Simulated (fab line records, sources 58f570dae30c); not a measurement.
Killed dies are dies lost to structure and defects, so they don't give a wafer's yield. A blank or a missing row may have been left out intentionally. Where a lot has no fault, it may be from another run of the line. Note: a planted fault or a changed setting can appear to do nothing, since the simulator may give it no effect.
The same fault as seen by 2 desks | flow berkeley-cmos170 | only its own numbers are on each desk; what lay behind them is given at the end

## TOOL OWNER'S DESK, litho-track-04
At UCB170_CONTACT_SOFTBAKE_11 (time 60 s), the tool's own readings, given per lot that ran on this tool as the mean of the sampled wafers with a number. If a lot's mean is further than 4 standard deviations from the usual mean, the lot is out of limits and carries the mark OUT (the distance appears in the brackets).
Columns: A = heater-power-total-W at UCB170_CONTACT_SOFTBAKE_11, usual 56.80 W; B = plate-temp-C at UCB170_CONTACT_SOFTBAKE_11, usual 130.00 C
lot  | first seen here | A                       | B
L847 | day 7 17:00     | 56.79                   | 130.00
L849 | day 8 18:00     | 56.79                   | 130.09
L851 | day 9 01:00     | 56.81                   | 130.15
L858 | day 10 08:00    | 61.28 (+99 or more) OUT | 137.76 (+55) OUT
L859 | day 10 12:00    | 61.23 (+98) OUT         | 137.61 (+54) OUT
This desk finds L858, L859 out of limits, L858 being first, at day 10 08:00 (heater-power-total-W at UCB170_CONTACT_SOFTBAKE_11). Within limits: L847, L849, L851.

## FROM THE METROLOGY DESK
What the gauges read, lot by lot, whatever tool the lot ran on: means of the sampled wafers that have a number. If a lot's mean is further than 4 standard deviations from the usual mean, the lot is out of limits and carries the mark OUT (the distance appears in the brackets).
Columns: A = NWELL_OXIDE_THK at UCB170_NWELL_THK_MEAS_02, usual 26.3 nm; B = NLDD_TW at UCB170_NLDD_TW_MEAS_11, usual 2198; C = cd-nm at UCB170_CONTACT_CD_MEAS_15, usual 699.8 nm
lot  | first seen here | A    | B    | C
L842 | day 2 05:29     | 25.9 | 2199 | 699.5
L843 | day 2 05:32     | 26.0 | 2197 | 700.6
L844 | day 2 13:40     | 26.6 | 2186 | 701.9
L845 | day 2 17:32     | 26.3 | 2205 | 698.6
L847 | day 2 20:23     | 26.4 | 2203 | 697.4
L848 | day 3 04:19     | 26.7 | 2213 | 700.6
L849 | day 3 09:38     | 25.6 | 2211 | 700.4
L851 | day 3 18:41     | 26.3 | 2203 | 699.7
L853 | day 4 06:09     | 26.9 | 2190 | 699.3
L858 | day 5 06:43     | 26.1 | 2201 | 720.8 (+14) OUT
L859 | day 5 16:29     | 26.3 | 2200 | 720.7 (+14) OUT
L860 | day 5 20:13     | 27.6 | 2209 | 697.6
L862 | day 6 03:41     | 26.1 | 2183 | 697.9
L863 | day 6 12:44     | 27.2 | 2214 | 699.3
This desk finds L858, L859 out of limits, L858 being first, at day 10 08:45 (cd-nm at UCB170_CONTACT_CD_MEAS_15). Within limits: L842, L843, L844, L845, L847, L848, L849, L851, L853, L860, L862, L863.

## ALL TOGETHER
An alarm could have come from the tool owner's desk at day 10 08:00, on L858, L859.
At day 10 08:45 the metrology desk could have sounded an alarm, on L858, L859.
On litho-track-04, each named lot ran UCB170_CONTACT_SOFTBAKE_11.

## WHAT THE SIMULATOR PUT IN
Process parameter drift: litho-track-04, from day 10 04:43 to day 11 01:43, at UCB170_CONTACT_SOFTBAKE_11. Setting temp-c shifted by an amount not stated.
Shown lots that were struck: L858, L859.
Delay (hours) between the fault's onset and each desk's first out-of-limits reading: 3 at the tool owner's desk, 4 at the metrology desk.
